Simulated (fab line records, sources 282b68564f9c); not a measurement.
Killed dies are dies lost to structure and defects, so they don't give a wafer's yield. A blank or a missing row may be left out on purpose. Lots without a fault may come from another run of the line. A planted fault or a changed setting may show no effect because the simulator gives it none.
fab line records | flow rit_cmos
record lots=6 wafers=18 last_day=7
route steps=202 shown M1@184
lots that met no fault: from a run of the same line without faults
start_h: hours from the record's first day to the start of the lot's first wafer shown | wait_h: hours since the lot's step before | " the same as in the row above | L1.1+2: a row that stands for several wafers | - no value, or no start given | * or withheld: withheld | < > ~ a bound
route shown NAME@n: a module of which the file shows steps, and the number in the route of the first | usual: mean/standard deviation of fault-free wafers | same: alike in all rows | chamber/n: place in a boat | sites: the reading at each site | _std_site: their standard deviation | _edge_site: outer sites' mean less inner sites' | radius_mm: how far each site lies from the wafer's centre | mask NAME#n: copy n | behind: the tool/chamber that last shaped the wafer | hold: why the lot was held/for how many hours/how that ended | device: the transistor (n, p or np) that didn't switch | end of line: the same wafers' tests at the end of the route | a step without rows: its recipe alone | killed: dies lost to structure and defects at the first sort, not the wafer's yield | map: a wafer's dies, x killed, . not, _ none there
set.NAME: the setting as run; set.NAME@STEP: as run at that earlier step | model.NAME: the simulator's own value behind a step, which no gauge read
lots at some steps of the route; a table a step, a row a wafer
services: from which hour (start_h, from the record's first day; less than 0 if before it) a tool's chamber was out of use, for how many hours, and why
## steps
# step RIT_M1_SPUTTER_00
# recipe material=Al target_thk_nm=400 power_w=2000 chamber_pressure_pa=0.4 gas=Ar time_s=500 substrate_temp_c=25
# usual throttle_valve_pct=30.3/0.74
# columns lot.wafer tool chamber start_h wait_h throttle_valve_pct
L387.2 pvd_sputter-01 - 71.96 0.0 29.9
L387.4 " - " " 30.3
L387.5 " - " " 30.5
L388.2 pvd_sputter-02 - 85.29 0.0 29.9
L388.3 " - " " 31.7
L388.4 " - " " 29.8
L393.1 pvd_sputter-02 - 112.78 0.0 31.0
L393.2 " - " " 31.4
L393.5 " - " " 29.5
L397.1 pvd_sputter-01 - 123.75 0.0 30.3
L397.3 " - " " 29.9
L397.4 " - " " 30.5
L402.2 pvd_sputter-02 - 149.33 0.0 31.2
L402.3 " - " " 29.8
L402.6 " - " " 30.0
L405.2 pvd_sputter-03 - 170.06 0.0 28.9
L405.4 " - " " 30.2
L405.6 " - " " 30.2
# step RIT_M1_RS_MEAS_01
# recipe thk_meas_gauge=four-point-probe reads=Al_of_M1_SPUTTER_00
# usual M1_AL_RS=0.0735/0.00066
# columns lot.wafer tool chamber start_h wait_h M1_AL_RS[ohm/sq]
L387.2 film_metro-02 - 72.27 0.2 0.0733
L387.4 " - " " 0.0738
L387.5 " - " " 0.0736
L388.2 film_metro-01 - 85.61 0.2 0.0734
L388.3 " - " " 0.0741
L388.4 " - " " 0.0739
L393.1 film_metro-02 - 113.08 0.1 0.0727
L393.2 " - " " 0.0729
L393.5 " - " " 0.0719
L397.1 film_metro-03 - 124.05 0.1 0.0734
L397.3 " - " " 0.0726
L397.4 " - " " 0.0740
L402.2 film_metro-01 - 149.65 0.2 0.0742
L402.3 " - " " 0.0741
L402.6 " - " " 0.0742
L405.2 film_metro-01 - 170.37 0.2 0.0734
L405.4 " - " " 0.0737
L405.6 " - " " 0.0736
# step RIT_M1_THK_MEAS_02
# recipe thk_meas_gauge=xrf reads=Al_of_M1_SPUTTER_00
# usual M1_AL_THK=399/3.7
# columns lot.wafer tool chamber start_h wait_h M1_AL_THK[nm]
L387.2 film_metro-02 - 72.38 0.1 398
L387.4 " - " " 395
L387.5 " - " " 399
L388.2 film_metro-01 - 85.72 0.1 403
L388.3 " - " " 399
L388.4 " - " " 399
L393.1 film_metro-02 - 113.20 0.1 403
L393.2 " - " " 401
L393.5 " - " " 408
L397.1 film_metro-03 - 124.17 0.1 395
L397.3 " - " " 400
L397.4 " - " " 394
L402.2 film_metro-01 - 149.76 0.1 398
L402.3 " - " " 399
L402.6 " - " " 400
L405.2 film_metro-01 - 170.48 0.1 400
L405.4 " - " " 395
L405.6 " - " " 399
# step RIT_M1_HMDS_03
# recipe prime_time_s=60 prime_temp_c=140
# step RIT_M1_COAT_04
# recipe resist=NOVOLAK spin_rpm=2000 resist_thk_nm=1300
# step RIT_M1_SOFTBAKE_05
# recipe resist=NOVOLAK temp_c=90 time_s=60
# step RIT_M1_EXPOSE_06
# recipe mask_id=M12 na=0.6 source_shape=conventional sigma_outer=0.5 target_cd_nm=2600 dose_mj=250
# step RIT_M1_PEB_07
# recipe resist=NOVOLAK temp_c=withheld time_s=withheld
# step RIT_M1_DEVELOP_08
# recipe resist=NOVOLAK develop_time_s=68 dev_temp_c=23
# step RIT_M1_CD_MEAS_09
# recipe target_cd_nm=2600
# usual cd_nm=2601.0/2.7
# columns lot.wafer tool chamber start_h wait_h cd_nm
L387.2 cd_sem-01 - 73.33 - 2600.6
L387.4 " - " " 2600.5
L387.5 " - " " 2600.2
L388.2 cd_sem-01 - 86.83 - 2601.9
L388.3 " - " " 2599.1
L388.4 " - " " 2600.6
L393.1 cd_sem-01 - 114.36 - 2604.0
L393.2 " - " " 2601.0
L393.5 " - " " 2600.2
L397.1 cd_sem-02 - 125.34 - 2598.9
L397.3 " - " " 2598.0
L397.4 " - " " 2599.5
L402.2 cd_sem-01 - 150.71 - 2601.3
L402.3 " - " " 2602.2
L402.6 " - " " 2603.1
L405.2 cd_sem-02 - 171.64 - 2601.5
L405.4 " - " " 2604.6
L405.6 " - " " 2604.5
# step RIT_M1_OVL_MEAS_10
# usual M1_OVL=0.2/1.2
# columns lot.wafer tool chamber start_h wait_h M1_OVL[nm]
L387.2 overlay-02 - 73.44 0.1 0.2
L387.4 " - " " 1.7
L387.5 " - " " -0.9
L388.2 overlay-01 - 86.93 0.1 -1.6
L388.3 " - " " -0.3
L388.4 " - " " -2.6
L393.1 overlay-01 - 114.48 0.1 2.5
L393.2 " - " " 0.7
L393.5 " - " " -0.1
L397.1 overlay-01 - 125.46 0.1 0.6
L397.3 " - " " 0.2
L397.4 " - " " 0.4
L402.2 overlay-02 - 150.81 0.1 -0.5
L402.3 " - " " -1.4
L402.6 " - " " -1.3
L405.2 overlay-02 - 171.75 0.1 -2.1
L405.4 " - " " -1.9
L405.6 " - " " 1.1
# step RIT_M1_HARDBAKE_11
# recipe resist=NOVOLAK temp_c=140 time_s=120
# step RIT_M1_METAL_ETCH_12
# recipe stop_on=SiO2 chemistry=Cl2/BCl3 target=Al time_s=165 over_etch_frac=0.5 pressure_mtorr=100 target_depth_a=6000 rf_w=250 Cl2_flow_sccm=60 bcl3_flow_sccm=50
# usual chamber_pressure_mTorr=100.00/0.09 drypump_motor_current_A=5.9/0.47 oes_product_au=0.774/0.011 over_etch_frac=0.5/0 rf_fwd_power_W=249.0/0.77 throttle_valve_pct=8.24/0.14
# columns lot.wafer tool chamber start_h wait_h chamber_pressure_mTorr drypump_motor_current_A oes_product_au over_etch_frac rf_fwd_power_W rf_hours_counter_h throttle_valve_pct model.NOVOLAK_of_M1_COAT_04.thk_nm
L387.2 rie_metal-04 1 73.72 0.2 99.94 5.3 0.768 0.5 249.1 1 8.05 804.5
L387.4 " 0 " " 99.95 6.2 0.765 0.5 247.8 - 8.17 807.9
L387.5 " 1 " " 100.04 5.4 0.766 0.5 249.2 - 8.04 810.7
L388.2 rie_metal-01 0 87.27 0.2 100.08 6.0 0.792 0.5 248.3 - 8.41 799.1
L388.3 " 0 " " 100.03 5.9 0.781 0.5 248.3 - 8.43 801.1
L388.4 " 0 " " 100.06 5.9 0.789 0.5 249.0 - 8.43 800.8
L393.1 rie_metal-01 1 114.81 0.2 100.17 6.7 0.789 0.5 251.1 34 8.32 804.6
L393.2 " 0 " " 100.06 5.9 0.760 0.61948 248.9 38 8.43 769.8
L393.5 " 0 " " 99.97 5.9 0.765 0.61948 248.0 - 8.40 768.4
L397.1 rie_metal-01 1 125.75 0.2 99.87 6.7 0.788 0.5 248.9 35 8.30 805.8
L397.3 " 0 " " 100.20 5.9 0.758 0.61948 248.1 - 8.42 774.5
L397.4 " 1 " " 99.98 6.7 0.789 0.5 249.8 - 8.32 803.3
L402.2 rie_metal-02 0 151.09 0.2 100.01 5.3 0.775 0.5 249.4 3 8.39 800.3
L402.3 " 1 " " 99.96 6.2 0.769 0.5 248.8 - 8.14 809.4
L402.6 " 0 " " 99.90 5.4 0.774 0.5 249.6 - 8.40 802.8
L405.2 rie_metal-02 1 172.03 0.2 100.08 6.2 0.772 0.5 249.0 4 8.15 806.8
L405.4 " 1 " " 100.00 6.2 0.775 0.5 248.8 - 8.14 814.5
L405.6 " 1 " " 99.95 6.2 0.772 0.5 249.5 - 8.13 807.8
# step RIT_M1_STRIP_13
# recipe chemistry=nmp resist=NOVOLAK temp_c=80 time_s=600 dry=n2_spin
# step RIT_M1_PROBE_99
# usual defect_limited_yield=97.5/1.2 killed_at_contacts=0.1/0.32 killed_at_front_end=6/3.1 killed_dies=7/3.2 killed_open=3.1/1.9 killed_short=3.5/2.2 sort_bin_3_pad_short=0.2/0.24 sort_bin_5_function=1.5/0.86 sort_bin_6_memory=0.9/0.59 sort_n_pass=257/3.2 sort_yield_pct=97.5/1.2
# same gross_dies=264 killed_at_M0_to_M3=0 killed_at_M4_up=0 killed_at_back_side=0 killed_at_other=0
# columns lot.wafer tool chamber start_h wait_h defect_limited_yield[%] killed_at_contacts killed_at_front_end killed_dies killed_open killed_short sort_bin_3_pad_short[%] sort_bin_5_function[%] sort_bin_6_memory[%] sort_n_pass sort_yield_pct[%]
L387.2 prober-01 - 76.02 0.1 99.2 0 2 2 1 1 0 0.4 0.4 262 99.2
L387.4 prober-01 - 76.12 0.2 98.5 0 4 4 0 4 0 1.5 0 260 98.5
L387.5 prober-01 - 76.17 0.2 97.0 0 8 8 4 4 0 1.5 1.5 256 97.0
L388.2 prober-02 - 89.68 0.1 98.1 0 5 5 3 2 0 1.5 0.4 259 98.1
L388.3 prober-02 - 89.73 0.2 97.3 0 7 7 3 4 0 2.7 0 257 97.3
L388.4 prober-02 - 89.78 0.2 96.2 1 9 10 7 3 0 2.3 1.5 254 96.2
L393.1 prober-02 - 117.31 0.1 98.9 0 3 3 2 1 0 0.8 0.4 261 98.9
L393.2 prober-02 - 117.36 0.1 96.6 0 9 9 6 3 0.4 1.9 1.1 255 96.6
L393.5 prober-02 - 117.51 0.2 98.5 0 4 4 0 4 0 1.1 0.4 260 98.5
L397.1 prober-01 - 128.00 0.1 96.2 0 10 10 5 5 0 2.7 1.1 254 96.2
L397.3 prober-01 - 128.10 0.2 98.1 0 5 5 2 3 0 1.1 0.8 259 98.1
L397.4 prober-01 - 128.15 0.2 98.1 0 5 5 3 2 0 1.1 0.8 259 98.1
L405.2 prober-02 - 174.33 0.1 95.5 0 12 12 6 6 0.4 2.7 1.5 252 95.5
L405.4 prober-02 - 174.43 0.2 98.5 0 4 4 2 2 0 1.1 0.4 260 98.5
L405.6 prober-02 - 174.53 0.2 98.1 0 5 5 3 2 0.4 0.8 0.8 259 98.1
# killed by level:class
L387.2 GATE:geometric_particle:short=1 SILICIDE:geometric_particle:open=1
L387.4 SPACER:geometric_particle:short=2 GATE:geometric_particle:short=1 SILICIDE:geometric_particle:short=1
L387.5 GATE:geometric_particle:open=3 GATE:geometric_particle:short=2 SPACER:geometric_particle:short=2 SPACER:geometric_particle:open=1
L388.2 SILICIDE:geometric_particle:open=2 GATE:geometric_particle:open=1 GATE:geometric_particle:short=1 SPACER:geometric_particle:short=1
L388.3 GATE:geometric_particle:short=2 FOX1:geometric_particle:open=1 GATE:geometric_particle:open=1 REOX:geometric_particle:short=1 SPACER:geometric_particle:open=1 SPACER:geometric_particle:short=1
L388.4 SPACER:geometric_particle:open=3 SILICIDE:geometric_particle:short=2 FOX1:geometric_particle:short=1 FOX2:geometric_particle:open=1 GATE:geometric_particle:open=1 SILICIDE:geometric_particle:open=1 CONTACT:geometric_particle:open=1
L393.1 GATE:geometric_particle:short=1 GATE:geometric_particle:open=1 SILICIDE:geometric_particle:open=1
L393.2 REOX:geometric_particle:open=3 GATE:geometric_particle:short=1 GATE:geometric_particle:open=1 REOX:geometric_particle:short=1 SPACER:geometric_particle:open=1 SPACER:geometric_particle:short=1 SILICIDE:geometric_particle:open=1
L393.5 REOX:geometric_particle:short=2 GATE:geometric_particle:short=1 SPACER:geometric_particle:short=1
L397.1 GATE:geometric_particle:short=3 REOX:geometric_particle:open=2 FOX1:geometric_particle:open=1 GATE:geometric_particle:open=1 SILICIDE:geometric_particle:short=1 SILICIDE:geometric_particle:open=1 STARTING-WAFER:geometric_particle:short=1
L397.3 SILICIDE:geometric_particle:short=3 FOX1:geometric_particle:open=1 GATE:geometric_particle:open=1
L397.4 GATE:geometric_particle:open=2 FOX1:geometric_particle:short=1 FOX2:geometric_particle:short=1 SPACER:geometric_particle:open=1
L405.2 REOX:geometric_particle:open=4 GATE:geometric_particle:open=2 GATE:geometric_particle:short=2 REOX:geometric_particle:short=2 FOX2:geometric_particle:short=1 SPACER:geometric_particle:short=1
L405.4 GATE:geometric_particle:short=2 GATE:geometric_particle:open=1 SILICIDE:geometric_particle:open=1
L405.6 SPACER:geometric_particle:open=2 GATE:geometric_particle:short=1 REOX:geometric_particle:open=1 SPACER:geometric_particle:short=1
## services
# columns tool chamber start_h hours kind
pvd_sputter-01 - 53.00 2.6 repair
pvd_sputter-03 - 68.93 4.9 repair
pvd_sputter-02 - 81.01 1.1 repair
rie_metal-01 1 86.08 21.7 repair
rie_metal-02 1 86.76 3.3 repair
pvd_sputter-03 - 87.88 5.0 repair
rie_metal-01 - 136.12 20.0 pm
rie_metal-01 0 136.12 20.0 vent_cycle
rie_metal-01 1 136.12 20.0 vent_cycle
rie_metal-01 0 156.12 - clean
rie_metal-01 1 156.12 - clean
## key
first_sign step=RIT_M1_METAL_ETCH_12 reading=over_etch_frac direction=up sigmas=99+ usual=0.5 struck=0.61948
effect none on later readings
model_effect step=RIT_M1_METAL_ETCH_12 value=NOVOLAK_of_M1_COAT_04.thk_nm without=797.6 struck=770.9
met_at RIT_M1_METAL_ETCH_12
struck_wafers L393.2,L393.5,L397.3
onset_between 87.27 114.81
fault kind=process_parameter_drift tool=rie_metal-01 chamber=0 onset_h=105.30 steps=RIT_M1_METAL_ETCH_12 channel=over_etch_frac offset=0.11948 shape=step end_h=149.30 stated=0.5
